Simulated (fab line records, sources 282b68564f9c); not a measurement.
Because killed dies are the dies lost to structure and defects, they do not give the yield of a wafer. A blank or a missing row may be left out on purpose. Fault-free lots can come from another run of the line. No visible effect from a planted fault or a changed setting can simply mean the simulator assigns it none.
8D (eight disciplines) problem report, filled in by code | flow rit cmos | the parts of the form that need people (team, actions taken, sign-off) are left out

## 1. WHAT WENT WRONG
GATE_OXIDE_THK at RIT_GATE_THK_MEAS_07 reads a mean of 2.70 nm on 6 wafers of 2 lots; wafers without a fault read 2.98 nm with a standard deviation of 0.062. That is -4.5 standard deviations from the usual mean.
First seen on wafer L766.1, day 6 13:23, on film metro-04. The record holds 42 wafers of 14 lots with a number at this step. The rule behind "out" and "out of limits": a value lying over 4 standard deviations away from the usual mean. Any other wafer with a number is counted as sound.

## 2. WHAT IT IS; WHAT IT IS NOT
question                    | is                     | is not
which readings at this step | GATE_OXIDE_THK         | -
which lots                  | L766, L769             | L747, L749, L750, L751, L753, L756, L757, L758, L759, L760, L761, L763
which wafers of those lots  | all that have a number | -
read on which gauges        | film metro-04          | film metro-01, film metro-02
when                        | from day 6 13:23       | up to then (36 sound wafers)

## 3. SUSPECTS, AND WHAT RULES EACH OUT
Counting: a tool at a process step up to the reading stays a suspect if it ran every lot that is out and no sound lot after the first of them.
- the gauge at RIT_GATE_THK_MEAS_07: kept. All the wafers that are out were read on film metro-04, and no step on other tools shows them out.
- furnace-03 at RIT_GATE_OXIDATION_05 (target thk 3 nm, ox time 270 s): kept. It processed each lot that is out, first L766 at day 6 12:04, and no sound lot thereafter; up to then, the last sound lot it processed was L763 at day 5 18:43.
The count leaves film metro-04 at RIT_GATE_THK_MEAS_07 and furnace-03 at RIT_GATE_OXIDATION_05.

## 4. THE CAUSE (what the simulator had put in)
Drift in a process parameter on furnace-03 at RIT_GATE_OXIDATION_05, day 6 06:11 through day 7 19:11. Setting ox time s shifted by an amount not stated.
2 suspects survive the count, and this tool is in that group.

## 5. THE EFFECT CHAIN, in route order
Each row: a reading whose mean over the struck wafers that have a number lies more than 3 standard deviations from the usual. Readings are gone through only where the record gives a usual standard deviation; hours: the median, over the lots, of the time from a lot's start at the first step in this table giving one to that lot's start at this step; sigmas: the change measured in usual standard deviations.
hours | step                 | reading        | usual   | on struck wafers | change | sigmas
0     | RIT_GATE_THK_MEAS_07 | GATE_OXIDE_THK | 2.98 nm | 2.70             | -0.28  | -4.5
Later measuring or inspecting steps at which every struck wafer that the step has a row for has a number for every such reading, and none has moved that far: RIT_GATE_OVL_MEAS_17, RIT_NSD_OVL_MEAS_06, RIT_PSD_OVL_MEAS_06.

## 6. WHAT WOULD HAVE CAUGHT IT SOONER
Counted from the fault's start at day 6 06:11, it took 7 hours until the first out-of-limits reading at a measuring or inspecting step in this record, taken at day 6 13:23.
An alarm limit of 4 standard deviations would not have fired on the tool readings at RIT_GATE_OXIDATION_05 for which the record gives a usual standard deviation, since none of them was out on any struck wafer.
Lots out: 2; of these, L769 started RIT_GATE_OXIDATION_05 on furnace-03 after day 6 13:23. Holding the tool at that time would have saved it.
